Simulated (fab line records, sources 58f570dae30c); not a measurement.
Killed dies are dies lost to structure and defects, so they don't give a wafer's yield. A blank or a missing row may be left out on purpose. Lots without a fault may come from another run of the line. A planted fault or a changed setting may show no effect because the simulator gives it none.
Which tool did it? | flow berkeley_cmos170 | 6 lots, 18 wafers sampled, at 4 steps of a route of 331

WHAT THE GAUGES READ, wafer by wafer
UCB170_M3_BOW_MEAS_20.
lot  | measured     | on            | M3_BOW (um)
L876 | day 8 15:47  | film_metro-01 | 33 39 23
L878 | day 8 16:28  | film_metro-04 | 29 34 40
L880 | day 9 02:20  | film_metro-01 | 41 36 37
L886 | day 10 11:53 | film_metro-01 | 32 37 26
L891 | day 11 00:22 | film_metro-01 | 37 41 34
L896 | day 12 07:52 | film_metro-01 | 38 27 38

WHICH TOOL RAN EACH LOT (tool, then ch and the chambers of the sampled wafers, then the start)
lot  | UCB170_M2_ETCH_17                  | UCB170_M3_PRE_CLEAN_00       | UCB170_M3_ETCH_17
L876 | rie_diel-01 ch 0,2, day 8 08:55    | pvd_sputter-02, day 8 12:56  | rie_diel-04 ch 1,2,3, day 8 15:20
L878 | rie_diel-04 ch 0,2,3, day 8 09:16  | pvd_sputter-04, day 8 13:37  | rie_diel-04 ch 1,2,3, day 8 15:59
L880 | rie_diel-01 ch 0,1,3, day 8 19:56  | pvd_sputter-02, day 8 23:37  | rie_diel-02 ch 1,2,3, day 9 01:52
L886 | rie_diel-04 ch 0,3, day 10 05:46   | pvd_sputter-03, day 10 08:56 | rie_diel-02 ch 0,1, day 10 11:26
L891 | rie_diel-01 ch 0,1,2, day 10 18:38 | pvd_sputter-04, day 10 21:43 | rie_diel-02 ch 0,3, day 10 23:53
L896 | rie_diel-04 ch 0,1,2, day 12 02:11 | pvd_sputter-02, day 12 05:10 | rie_diel-01 ch 1,2,3, day 12 07:25
- UCB170_M2_ETCH_17: etches BARC in N2/H2.
- UCB170_M3_PRE_CLEAN_00: preclean etch time 60 s.
- UCB170_M3_ETCH_17: etches BARC in N2/H2.

THE ANSWER, worked out from the rows above alone
Rule: what is usual is taken from the lots themselves. Put in order of their means at a reading, lots are off if they are a third of the lots or fewer, leave a main group of 4 or more, and stand apart from it by a gap of 3 or more times the standard deviation of the main group's means; of several such gaps the widest counts. A main group whose means are all the same, to the digits that the tables above print for the reading, isn't used. A lot without any number at a reading at which 4 lots or more have one is off too. The other lots that the step has rows for count as sound.
No lot is off at any reading shown: from this, nothing can be told.

WHAT THE SIMULATOR HAD PUT IN
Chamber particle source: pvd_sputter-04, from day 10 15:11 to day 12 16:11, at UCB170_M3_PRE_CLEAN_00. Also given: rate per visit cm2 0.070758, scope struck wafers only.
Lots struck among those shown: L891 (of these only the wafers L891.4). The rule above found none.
